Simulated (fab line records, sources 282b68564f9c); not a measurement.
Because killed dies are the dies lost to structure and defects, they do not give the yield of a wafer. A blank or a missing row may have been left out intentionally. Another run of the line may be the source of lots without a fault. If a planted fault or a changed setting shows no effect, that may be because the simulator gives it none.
fab line records ; flow rit-cmos
record: lots: 6; wafers: 18; last-day: 8
route steps=202 shown ACTIVE@2 M1@202
lots that met no fault: from a run of the same line without faults
start-h: the number of hours between the record's first day and the start of the first shown wafer of the lot ; wait-h: hours from the lot's prior step to this one ; " unchanged from the row above ; L1.1+2: several wafers, shown together as one row ; - no value present, or no start provided ; * or withheld: withheld ; < > ~ a bound
route shown NAME@n: NAME is a module with steps in the file, n the number in the route of the first one ; usual: mean/standard deviation taken from wafers without a fault ; same: alike in all rows ; chamber/n: place in a boat ; sites: each site's reading ; _std_site: how widely they spread, as a standard deviation ; _edge_site: inner sites' mean taken away from outer sites' mean ; radius-mm: for every site, how far away it sits from the centre of the wafer ; mask NAME#n: copy n ; behind: the last tool/chamber to shape the wafer ; hold: what put the lot on hold/how long, in hours/how the hold closed ; device: names the non-switching transistor (n, p or np) ; end of line: tests of these same wafers at the route's end ; step lacking rows: just its recipe ; killed: dies that structure and defects cost at the first sort, which is not the same as the wafer's yield ; map: a wafer's dies, marking killed ones x, the rest . and places with no die _
set.NAME: the setting as run; set.NAME@STEP: as run at that earlier step ; model.NAME: the simulator's own value behind a step, which no gauge read
lots at selected steps of the route; one table per step, one row per wafer
services: the hour from which a tool's chamber was out of use, counted from the record's first day as start-h (under 0 if before that day), plus the number of hours and why
== steps ==
step: RIT_ACTIVE_OXIDATION_01
recipe: temp-c: 1000; ambient: O2; target-thk-a: 468; ox-time-s: 3360
step: RIT_ACTIVE_THK_MEAS_02
recipe: reads: SiO2_of_ACTIVE_OXIDATION_01
usual: ACTIVE_OXIDE_THK: 46.9/0.97
lot.wafer;tool;chamber;start-h;wait-h;ACTIVE_OXIDE_THK[nm]
L360.1;film-metro-02;-;18.98;0.0;46.8
L360.3;film-metro-02;-;18.98;0.0;46.6
L360.5;film-metro-02;-;18.98;0.0;47.1
L369.2;film-metro-04;-;67.23;0.0;48.3
L369.3;film-metro-04;-;67.23;0.0;48.3
L369.5;film-metro-04;-;67.23;0.0;48.3
L374.1;film-metro-02;-;87.05;0.0;46.2
L374.4;film-metro-02;-;87.05;0.0;45.4
L374.6;film-metro-02;-;87.05;0.0;46.6
L375.1;film-metro-04;-;92.05;0.0;45.7
L375.4;film-metro-04;-;92.05;0.0;46.7
L375.5;film-metro-04;-;92.05;0.0;46.1
L379.3;film-metro-04;-;112.63;0.0;45.9
L379.5;film-metro-04;-;112.63;0.0;45.4
L379.6;film-metro-04;-;112.63;0.0;45.8
L382.3;film-metro-02;-;127.07;0.0;43.9
L382.4;film-metro-02;-;127.07;0.0;44.9
L382.5;film-metro-02;-;127.07;0.0;45.2
step: RIT_ACTIVE_CVD_03
recipe: material: Si3N4; target-thk-nm: 150; temp-c: 810; precursor: SiH2Cl2/NH3; time-s: 1500; pressure-mtorr: 290.8; sih2cl2-flow-sccm: 60; nh3-flow-sccm: 150
step: RIT_ACTIVE_THK_MEAS_04
recipe: reads: Si3N4_of_ACTIVE_CVD_03
usual: ACTIVE_NITRIDE_THK: 148.4/1.5
lot.wafer;tool;chamber;start-h;wait-h;ACTIVE_NITRIDE_THK[nm]
L360.1;film-metro-02;-;20.45;0.0;149.7
L360.3;film-metro-02;-;20.45;0.0;149.9
L360.5;film-metro-02;-;20.45;0.0;150.2
L369.2;film-metro-04;-;69.41;0.0;148.7
L369.3;film-metro-04;-;69.41;0.0;148.3
L369.5;film-metro-04;-;69.41;0.0;149.3
L374.1;film-metro-02;-;88.53;0.0;150.3
L374.4;film-metro-02;-;88.53;0.0;150.4
L374.6;film-metro-02;-;88.53;0.0;149.6
L375.1;film-metro-04;-;93.53;0.0;148.6
L375.4;film-metro-04;-;93.53;0.0;148.5
L375.5;film-metro-04;-;93.53;0.0;148.6
L379.3;film-metro-03;-;115.01;0.0;151.0
L379.5;film-metro-03;-;115.01;0.0;150.6
L379.6;film-metro-03;-;115.01;0.0;150.4
L382.3;film-metro-02;-;128.55;0.0;145.7
L382.4;film-metro-02;-;128.55;0.0;147.1
L382.5;film-metro-02;-;128.55;0.0;146.9
step: RIT_ACTIVE_HMDS_05
recipe: prime-time-s: 60; prime-temp-c: 140
step: RIT_ACTIVE_COAT_06
recipe: resist: NOVOLAK; spin-rpm: 3250; resist-thk-nm: 1000
step: RIT_ACTIVE_SOFTBAKE_07
recipe: resist: NOVOLAK; temp-c: 90; time-s: 60
step: RIT_ACTIVE_EXPOSE_08
recipe: mask-id: M1; na: 0.6; source-shape: conventional; sigma-outer: 0.6; target-cd-nm: 1400; dose-mj: 225
step: RIT_ACTIVE_PEB_09
recipe: resist: NOVOLAK; temp-c: withheld; time-s: withheld
step: RIT_ACTIVE_DEVELOP_10
recipe: resist: NOVOLAK; develop-time-s: 50; dev-temp-c: 23.75
step: RIT_ACTIVE_CD_MEAS_11
recipe: target-cd-nm: 1400
usual: cd-nm: 1400.4/2.1
lot.wafer;tool;chamber;start-h;wait-h;cd-nm
L360.1;cd-sem-02;-;21.49;-;1399.6
L360.3;cd-sem-02;-;21.49;-;1399.2
L360.5;cd-sem-02;-;21.49;-;1398.2
L369.2;cd-sem-02;-;70.65;-;1400.2
L369.3;cd-sem-02;-;70.65;-;1401.9
L369.5;cd-sem-02;-;70.65;-;1400.7
L374.1;cd-sem-02;-;89.44;-;1399.5
L374.4;cd-sem-02;-;89.44;-;1400.0
L374.6;cd-sem-02;-;89.44;-;1398.6
L375.1;cd-sem-01;-;94.56;-;1402.1
L375.4;cd-sem-01;-;94.56;-;1401.0
L375.5;cd-sem-01;-;94.56;-;1400.7
L379.3;cd-sem-01;-;116.06;-;1403.3
L379.5;cd-sem-01;-;116.06;-;1404.0
L379.6;cd-sem-01;-;116.06;-;1402.6
L382.3;cd-sem-01;-;129.48;-;1401.5
L382.4;cd-sem-01;-;129.48;-;1401.9
L382.5;cd-sem-01;-;129.48;-;1401.3
step: RIT_ACTIVE_HARDBAKE_12
recipe: resist: NOVOLAK; temp-c: 140; time-s: 60
step: RIT_ACTIVE_ETCH_13
recipe: stop-on: SiO2; chemistry: SF6; target: Si3N4; time-s: 210; over-etch-frac: 0.4; SF6_flow_sccm: 200; pressure-mtorr: 260; rf-w: 125; target-depth-a: 2100
usual: SF6_flow_sccm: 200.0/0.62; chamber-pressure-mTorr: 259.99/0.22; drypump-motor-current-A: 5.7/0.37; oes-product-au: 0.816/0.011; throttle-valve-pct: 7.50/0.12
lot.wafer;tool;chamber;start-h;wait-h;SF6_flow_sccm;chamber-pressure-mTorr;drypump-motor-current-A;oes-product-au;rf-hours-counter-h;throttle-valve-pct;model.NOVOLAK_of_ACTIVE_COAT_06.thk-nm
L360.1;rie-diel-04;2;21.76;0.1;199.9;260.41;5.2;0.812;89;7.56;650.4
L360.3;rie-diel-04;0;21.76;0.1;201.1;259.83;5.5;0.821;59;7.43;666.8
L360.5;rie-diel-04;1;21.76;0.1;199.9;259.82;5.9;0.826;-;7.63;658.3
L369.2;rie-diel-01;1;70.90;0.1;200.3;260.12;6.0;0.828;61;7.44;644.1
L369.3;rie-diel-01;2;70.90;0.1;200.4;260.17;5.4;0.798;125;7.26;649.2
L369.5;rie-diel-01;2;70.90;0.1;200.7;260.02;5.4;0.802;-;7.26;648.8
L374.1;rie-diel-01;2;89.71;0.1;-;-;-;-;-;-;887.7
L374.4;rie-diel-01;3;89.71;0.1;-;-;-;-;-;-;886.3
L374.6;rie-diel-01;3;89.71;0.1;-;-;-;-;-;-;886.1
L375.1;rie-diel-04;1;94.83;0.1;-;-;-;-;-;-;882.8
L375.4;rie-diel-04;3;94.83;0.1;-;-;-;-;-;-;882.4
L375.5;rie-diel-04;1;94.83;0.1;-;-;-;-;-;-;881.4
L379.3;rie-diel-04;2;116.29;0.1;200.8;259.90;5.2;0.826;91;7.57;659
L379.5;rie-diel-04;3;116.29;0.1;200.1;260.00;6.0;0.812;-;7.45;666.5
L379.6;rie-diel-04;2;116.29;0.1;199.6;260.04;5.2;0.827;-;7.58;659.6
L382.3;rie-diel-04;1;129.71;0.1;199.2;260.37;5.9;0.818;89;7.64;656.6
L382.4;rie-diel-04;1;129.71;0.1;200.0;260.11;5.8;0.820;-;7.63;658.4
L382.5;rie-diel-04;2;129.71;0.1;200.5;259.73;5.1;0.807;-;7.57;655.1
step: RIT_ACTIVE_STRIP_14
recipe: chemistry: O2; time-s: 180; resist: NOVOLAK; platen-temp-c: withheld; power-w: 500; pressure-mtorr: 4000; o2-flow-sccm: 4000
usual: drypump-motor-current-A: 5.59/0.29
lot.wafer;tool;chamber;start-h;wait-h;drypump-motor-current-A;rf-hours-counter-h
L360.1;plasma-asher-01;1;21.89;0.1;6.06;37
L360.3;plasma-asher-01;0;21.89;0.1;5.56;-
L360.5;plasma-asher-01;1;21.89;0.1;6.03;-
L369.2;plasma-asher-01;0;71.03;0.1;5.55;43
L369.3;plasma-asher-01;0;71.03;0.1;5.57;-
L369.5;plasma-asher-01;1;71.03;0.1;6.05;-
L374.1;plasma-asher-03;0;89.84;0.1;5.54;44
L374.4;plasma-asher-03;0;89.84;0.1;5.54;-
L374.6;plasma-asher-03;0;89.84;0.1;5.53;-
L375.1;plasma-asher-03;1;94.97;0.1;5.64;45
L375.4;plasma-asher-03;0;94.97;0.1;5.55;-
L375.5;plasma-asher-03;1;94.97;0.1;5.64;-
L379.3;plasma-asher-01;1;116.48;0.1;6.05;-
L379.5;plasma-asher-01;0;116.48;0.1;5.56;-
L379.6;plasma-asher-01;1;116.48;0.1;6.05;-
L382.3;plasma-asher-02;1;129.90;0.1;5.72;-
L382.4;plasma-asher-02;0;129.90;0.1;5.10;-
L382.5;plasma-asher-02;0;129.90;0.1;5.11;-
step: RIT_ACTIVE_CD_MEAS_90
recipe: target-cd-nm: 1400
usual: cd-nm: 1400.4/2.1
lot.wafer;tool;chamber;start-h;wait-h;cd-nm
L360.1;cd-sem-01;-;22.07;0.1;1399.3
L360.3;cd-sem-01;-;22.07;0.1;1399.2
L360.5;cd-sem-01;-;22.07;0.1;1397.6
L369.2;cd-sem-02;-;71.22;0.1;1399.8
L369.3;cd-sem-02;-;71.22;0.1;1401.9
L369.5;cd-sem-02;-;71.22;0.1;1400.5
L374.1;cd-sem-02;-;90.02;0.1;-
L374.4;cd-sem-02;-;90.02;0.1;-
L374.6;cd-sem-02;-;90.02;0.1;-
L375.1;cd-sem-02;-;95.14;0.1;-
L375.4;cd-sem-02;-;95.14;0.1;-
L375.5;cd-sem-02;-;95.14;0.1;-
L379.3;cd-sem-02;-;116.64;0.1;1403.2
L379.5;cd-sem-02;-;116.64;0.1;1404.3
L379.6;cd-sem-02;-;116.64;0.1;1402.2
L382.3;cd-sem-01;-;130.06;0.1;1401.8
L382.4;cd-sem-01;-;130.06;0.1;1402.1
L382.5;cd-sem-01;-;130.06;0.1;1401.2
step: RIT_ACTIVE_CLEAN_15
recipe: chemistry: SC1; mix: 3:3:50; time-s: 600; temp-c: 75
step: RIT_M1_PROBE_99
usual: killed-at-contacts: 0.1/0.23; killed-at-front-end: 6/3.1; killed-dies: 6/3.1; killed-on-rim: 1.7/1.3; killed-open: 3.2/1.9; killed-short: 3.2/2.1
same: gross-dies: 264; killed_at_M0_to_M3: 0; killed_at_M4_up: 0; killed-at-back-side: 0; killed-at-other: 0
lot.wafer;tool;chamber;start-h;wait-h;killed-at-contacts;killed-at-front-end;killed-dies;killed-on-rim;killed-open;killed-short
L360.1;prober-01;-;66.65;0.1;0;10;10;2;2;8
L360.3;prober-01;-;66.75;0.2;0;8;8;2;6;2
L360.5;prober-01;-;66.85;0.2;0;11;11;4;7;4
L369.2;prober-02;-;115.15;0.1;0;10;10;0;3;7
L369.3;prober-02;-;115.20;0.2;0;13;13;2;4;9
L369.5;prober-02;-;115.30;0.2;0;5;5;2;4;1
L374.1;prober-02;-;159.04;0.3;0;264;264;70;2;4
L374.4;prober-02;-;159.19;0.4;0;264;264;70;2;1
L374.6;prober-02;-;159.29;0.4;0;264;264;70;2;4
L375.1;prober-01;-;159.34;0.6;0;264;264;70;4;3
L375.4;prober-01;-;159.49;0.7;0;264;264;70;2;2
L375.5;prober-01;-;159.54;0.7;0;264;264;70;5;3
killed by level:class
L360.1 SILICIDE:geometric-particle:short=3 GATE:geometric-particle:short=2 FOX1:geometric-particle:open=1 FOX1:geometric-particle:short=1 FOX2:geometric-particle:short=1 GATE:geometric-particle:open=1 SPACER:geometric-particle:short=1
L360.3 FOX1:geometric-particle:open=2 SILICIDE:geometric-particle:open=2 FOX2:geometric-particle:open=1 FOX2:geometric-particle:short=1 GATE:geometric-particle:short=1 REOX:geometric-particle:open=1
L360.5 FOX1:geometric-particle:short=3 GATE:geometric-particle:open=3 REOX:geometric-particle:open=2 FOX2:geometric-particle:open=1 GATE:geometric-particle:short=1 SPACER:geometric-particle:open=1
L369.2 GATE:geometric-particle:short=4 FOX1:geometric-particle:short=1 FOX2:geometric-particle:short=1 GATE:geometric-particle:open=1 REOX:geometric-particle:open=1 SILICIDE:geometric-particle:short=1 SILICIDE:geometric-particle:open=1
L369.3 GATE:geometric-particle:short=5 GATE:geometric-particle:open=3 SILICIDE:geometric-particle:short=2 FOX2:geometric-particle:short=1 SPACER:geometric-particle:short=1 SILICIDE:geometric-particle:open=1
L369.5 FOX2:geometric-particle:open=2 GATE:geometric-particle:open=2 GATE:geometric-particle:short=1
L374.1 ACTIVE:area-etch=258 REOX:geometric-particle:short=2 FOX2:geometric-particle:short=1 GATE:geometric-particle:open=1 GATE:geometric-particle:short=1 REOX:geometric-particle:open=1
L374.4 ACTIVE:area-etch=261 GATE:geometric-particle:open=1 REOX:geometric-particle:open=1 SPACER:geometric-particle:short=1
L374.6 ACTIVE:area-etch=258 FOX1:geometric-particle:short=2 REOX:geometric-particle:open=2 GATE:geometric-particle:short=1 REOX:geometric-particle:short=1
L375.1 ACTIVE:area-etch=257 GATE:geometric-particle:short=3 GATE:geometric-particle:open=2 SPACER:geometric-particle:open=1 SILICIDE:geometric-particle:open=1
L375.4 ACTIVE:area-etch=260 GATE:geometric-particle:short=2 GATE:geometric-particle:open=1 SILICIDE:geometric-particle:open=1
L375.5 ACTIVE:area-etch=256 SPACER:geometric-particle:open=3 SILICIDE:geometric-particle:short=2 GATE:geometric-particle:short=1 GATE:geometric-particle:open=1 REOX:geometric-particle:open=1
map L374.1 (x killed, . not)
________xxxxxxx_______
_____xxxxxxxxxxxxx____
____xxxxxxxxxxxxxxx___
___xxxxxxxxxxxxxxxxx__
__xxxxxxxxxxxxxxxxxxx_
__xxxxxxxxxxxxxxxxxxx_
_xxxxxxxxxxxxxxxxxxxxx
_xxxxxxxxxxxxxxxxxxxxx
_xxxxxxxxxxxxxxxxxxxxx
_xxxxxxxxxxxxxxxxxxxxx
__xxxxxxxxxxxxxxxxxxx_
__xxxxxxxxxxxxxxxxxxx_
___xxxxxxxxxxxxxxxxx__
____xxxxxxxxxxxxxxx___
_____xxxxxxxxxxxxx____
________xxxxxxx_______
map L375.1 (x killed, . not)
________xxxxxxx_______
_____xxxxxxxxxxxxx____
____xxxxxxxxxxxxxxx___
___xxxxxxxxxxxxxxxxx__
__xxxxxxxxxxxxxxxxxxx_
__xxxxxxxxxxxxxxxxxxx_
_xxxxxxxxxxxxxxxxxxxxx
_xxxxxxxxxxxxxxxxxxxxx
_xxxxxxxxxxxxxxxxxxxxx
_xxxxxxxxxxxxxxxxxxxxx
__xxxxxxxxxxxxxxxxxxx_
__xxxxxxxxxxxxxxxxxxx_
___xxxxxxxxxxxxxxxxx__
____xxxxxxxxxxxxxxx___
_____xxxxxxxxxxxxx____
________xxxxxxx_______
== services ==
tool;chamber;start-h;hours;kind
rie-diel-04;-;2.46;1.0;repair
rie-diel-01;2;31.04;11.4;repair
plasma-asher-03;-;44.25;10.6;repair
plasma-asher-02;-;48.76;7.4;repair
rie-diel-01;-;57.34;0.4;repair
rie-diel-04;1;68.21;5.2;repair
rie-diel-01;-;94.66;28.1;pm
plasma-asher-02;-;97.46;1.3;repair
plasma-asher-03;-;108.75;9.0;pm
plasma-asher-03;0;108.75;9.0;vent-cycle
plasma-asher-03;1;108.75;9.0;vent-cycle
plasma-asher-03;0;117.75;-;clean
plasma-asher-03;1;117.75;-;clean
rie-diel-04;3;126.21;-;clean
rie-diel-04;3;126.21;27.3;scheduled-down
rie-diel-04;3;126.21;27.3;vent-cycle
== key ==
first-sign: step: RIT_ACTIVE_ETCH_13; reading: tool-record; direction: missing
effect: step: RIT_ACTIVE_CD_MEAS_90; reading: cd-nm; direction: missing
effect: step: RIT_M1_PROBE_99; reading: killed-dies; direction: up; sigmas: 83; usual: 6; struck: 264
model-effect: step: RIT_ACTIVE_ETCH_13; value: NOVOLAK_of_ACTIVE_COAT_06.thk-nm; without: 654.9; struck: 884.5
more-kills-born-at: RIT_ACTIVE_ETCH_13@rie-diel-01: 777; RIT_ACTIVE_ETCH_13@rie-diel-04: 773
met-at RIT_ACTIVE_ETCH_13
struck-wafers L374.1,L374.4,L374.6,L375.1,L375.4,L375.5
later-rows-left-out L374.1,L374.4,L374.6,L375.1,L375.4,L375.5
tester-left-out L374,L375
onset-between 70.90 89.71
fault: kind: skipped-step-whole; tool: rie-diel-01,rie-diel-04; chamber: -; onset-h: 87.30; steps: RIT_ACTIVE_ETCH_13; scope: struck-lots-only
tester-left-out: of these lots the tester's yield and bins aren't shown, on N5 and GAA mostly nor the transistor test; their killed dies are dies lost to structure and defects alone, not to doping, threshold or leakage, so they don't give the yield
later-rows-left-out: the simulator's readings of these wafers behind a module that went badly wrong aren't trusted and aren't shown, but for the sort
